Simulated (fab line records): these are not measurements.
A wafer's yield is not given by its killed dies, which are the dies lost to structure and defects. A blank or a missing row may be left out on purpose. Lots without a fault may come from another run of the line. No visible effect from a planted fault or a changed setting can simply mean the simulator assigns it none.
Which tool did it? / flow berkeleyCmos170 / 15 lots with 45 wafers sampled at 2 steps, on a route of 331 steps

WHAT THE GAUGES SHOWED, per wafer
UCB170_NWELL_THK_MEAS_02. Usual: NWELL_OXIDE_THK gives 26.3 nm (standard deviation 0.52).
lot=L175; measured=day 2 07:08; on=filmMetro-01; NWELL_OXIDE_THK (nm)=25.5 26.0 26.2; flag=
lot=L177; measured=day 2 13:24; on=filmMetro-02; NWELL_OXIDE_THK (nm)=25.9 26.4 26.0; flag=
lot=L178; measured=day 2 13:23; on=filmMetro-01; NWELL_OXIDE_THK (nm)=25.9 26.0 26.0; flag=
lot=L179; measured=day 2 16:35; on=filmMetro-01; NWELL_OXIDE_THK (nm)=26.8 26.8 27.5; flag=
lot=L180; measured=day 3 00:47; on=filmMetro-03; NWELL_OXIDE_THK (nm)=26.1 26.9 26.8; flag=
lot=L181; measured=day 3 06:25; on=filmMetro-02; NWELL_OXIDE_THK (nm)=26.4 26.5 26.1; flag=
lot=L184; measured=day 3 23:18; on=filmMetro-02; NWELL_OXIDE_THK (nm)=22.5 22.9 22.7; flag=OFF
lot=L187; measured=day 4 20:07; on=filmMetro-01; NWELL_OXIDE_THK (nm)=23.4 23.5 23.7; flag=OFF
lot=L188; measured=day 4 20:06; on=filmMetro-03; NWELL_OXIDE_THK (nm)=24.0 23.5 23.2; flag=OFF
lot=L189; measured=day 5 00:17; on=filmMetro-03; NWELL_OXIDE_THK (nm)=26.9 27.0 26.5; flag=
lot=L191; measured=day 5 04:56; on=filmMetro-02; NWELL_OXIDE_THK (nm)=26.4 26.8 26.8; flag=
lot=L192; measured=day 5 12:29; on=filmMetro-03; NWELL_OXIDE_THK (nm)=26.3 26.5 26.6; flag=
lot=L194; measured=day 5 19:26; on=filmMetro-02; NWELL_OXIDE_THK (nm)=27.2 27.3 27.3; flag=
lot=L195; measured=day 6 08:40; on=filmMetro-01; NWELL_OXIDE_THK (nm)=25.9 25.8 25.9; flag=
lot=L198; measured=day 6 20:58; on=filmMetro-02; NWELL_OXIDE_THK (nm)=26.3 25.9 26.2; flag=

EACH LOT AND THE TOOL THAT RAN IT (in order: tool; ch and the chambers of the sampled wafers; start)
lot=L175; UCB170_NWELL_OXIDATION_01=furnace-02 ch 0, day 2 05:47
lot=L177; UCB170_NWELL_OXIDATION_01=furnace-04 ch 0, day 2 12:01
lot=L178; UCB170_NWELL_OXIDATION_01=furnace-04 ch 0, day 2 12:01
lot=L179; UCB170_NWELL_OXIDATION_01=furnace-03 ch 0, day 2 15:14
lot=L180; UCB170_NWELL_OXIDATION_01=furnace-02 ch 0, day 2 23:26
lot=L181; UCB170_NWELL_OXIDATION_01=furnace-02 ch 0, day 3 05:02
lot=L184; UCB170_NWELL_OXIDATION_01=furnace-04 ch 0, day 3 21:57
lot=L187; UCB170_NWELL_OXIDATION_01=furnace-04 ch 0, day 4 18:45
lot=L188; UCB170_NWELL_OXIDATION_01=furnace-04 ch 0, day 4 18:45
lot=L189; UCB170_NWELL_OXIDATION_01=furnace-03 ch 0, day 4 22:56
lot=L191; UCB170_NWELL_OXIDATION_01=furnace-02 ch 0, day 5 03:34
lot=L192; UCB170_NWELL_OXIDATION_01=furnace-03 ch 0, day 5 11:08
lot=L194; UCB170_NWELL_OXIDATION_01=furnace-03 ch 0, day 5 18:04
lot=L195; UCB170_NWELL_OXIDATION_01=furnace-02 ch 0, day 6 07:19
lot=L198; UCB170_NWELL_OXIDATION_01=furnace-02 ch 0, day 6 19:37
- UCB170_NWELL_OXIDATION_01: target thk 26.4 nm, ox time 1260 s.

WHAT THE TOOLS THEMSELVES READ (means of the sampled wafers that have a number; where no wafer has one, the mark that the record gives instead)
UCB170_NWELL_OXIDATION_01. Usual: spikeTcSourceC 1022.6 C, standard deviation 1.3; tube_center_temp_C_max 1002.5, standard deviation 0.41; zonePowerLoadPct 33 %, standard deviation 3.6; zonePowerSourcePct 34.7 %, standard deviation 1.2.
lot=L175; tool=furnace-02; spikeTcSourceC (C)=1023.2; tube_center_temp_C_max=1002.6; zonePowerLoadPct (%)=37; zonePowerSourcePct (%)=34.1; flag=
lot=L177; tool=furnace-04; spikeTcSourceC (C)=1022.6; tube_center_temp_C_max=1002.3; zonePowerLoadPct (%)=32; zonePowerSourcePct (%)=35.8; flag=
lot=L178; tool=furnace-04; spikeTcSourceC (C)=1022.2; tube_center_temp_C_max=1002.4; zonePowerLoadPct (%)=31; zonePowerSourcePct (%)=35.8; flag=
lot=L179; tool=furnace-03; spikeTcSourceC (C)=1024.2; tube_center_temp_C_max=1002.7; zonePowerLoadPct (%)=28; zonePowerSourcePct (%)=33.5; flag=
lot=L180; tool=furnace-02; spikeTcSourceC (C)=1022.1; tube_center_temp_C_max=1002.6; zonePowerLoadPct (%)=37; zonePowerSourcePct (%)=34.1; flag=
lot=L181; tool=furnace-02; spikeTcSourceC (C)=1022.6; tube_center_temp_C_max=1002.4; zonePowerLoadPct (%)=38; zonePowerSourcePct (%)=33.7; flag=
lot=L184; tool=furnace-04; spikeTcSourceC (C)=1021.8; tube_center_temp_C_max=1002.4; zonePowerLoadPct (%)=31; zonePowerSourcePct (%)=36.1; flag=
lot=L187; tool=furnace-04; spikeTcSourceC (C)=1021.5; tube_center_temp_C_max=1002.7; zonePowerLoadPct (%)=31; zonePowerSourcePct (%)=36.2; flag=
lot=L188; tool=furnace-04; spikeTcSourceC (C)=1023.1; tube_center_temp_C_max=1002.4; zonePowerLoadPct (%)=32; zonePowerSourcePct (%)=36.1; flag=
lot=L189; tool=furnace-03; spikeTcSourceC (C)=1023.7; tube_center_temp_C_max=1002.5; zonePowerLoadPct (%)=28; zonePowerSourcePct (%)=33.2; flag=
lot=L191; tool=furnace-02; spikeTcSourceC (C)=1022.7; tube_center_temp_C_max=1002.4; zonePowerLoadPct (%)=37; zonePowerSourcePct (%)=34.0; flag=
lot=L192; tool=furnace-03; spikeTcSourceC (C)=1024.0; tube_center_temp_C_max=1002.8; zonePowerLoadPct (%)=28; zonePowerSourcePct (%)=33.2; flag=
lot=L194; tool=furnace-03; spikeTcSourceC (C)=1024.6; tube_center_temp_C_max=1002.5; zonePowerLoadPct (%)=28; zonePowerSourcePct (%)=33.1; flag=
lot=L195; tool=furnace-02; spikeTcSourceC (C)=1021.6; tube_center_temp_C_max=1002.5; zonePowerLoadPct (%)=37; zonePowerSourcePct (%)=33.8; flag=
lot=L198; tool=furnace-02; spikeTcSourceC (C)=1021.6; tube_center_temp_C_max=1002.8; zonePowerLoadPct (%)=37; zonePowerSourcePct (%)=33.7; flag=

THE ANSWER, worked out from the rows above alone
Rule: a lot counts as off when the mean over its wafers that have a number is more than 3 standard deviations away from the usual mean. Also off: a lot with no number at a reading for which 4 or more lots have one. Any other lot the step has rows for is counted as sound. Order of review: gauges by route order, followed by the tools' own readings, for which a lot's mean as printed above is used. The first step at which some lot is off is used, and at that step the reading that is off furthest; a lot without a number counts as furthest.
Off: at UCB170_NWELL_THK_MEAS_02 (NWELL_OXIDE_THK), L184, L187, L188.
If a tool, at a process step before that reading, ran all the lots that are off and no sound lot after the first of them, it fits. Those tools and the gauges at UCB170_NWELL_THK_MEAS_02 are tried in the same way. One fits: furnace-04 at UCB170_NWELL_OXIDATION_01. A fault onset in the window from L177 (day 2 12:01, its last sound lot) to L184 (day 3 21:57, its first lot off) fits.

WHAT HAD BEEN PUT IN BY THE SIMULATOR
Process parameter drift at UCB170_NWELL_OXIDATION_01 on furnace-04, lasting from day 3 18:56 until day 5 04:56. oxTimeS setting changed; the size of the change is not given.
Struck lots among those shown: L184, L188, L187. The rule given above showed the same thing.
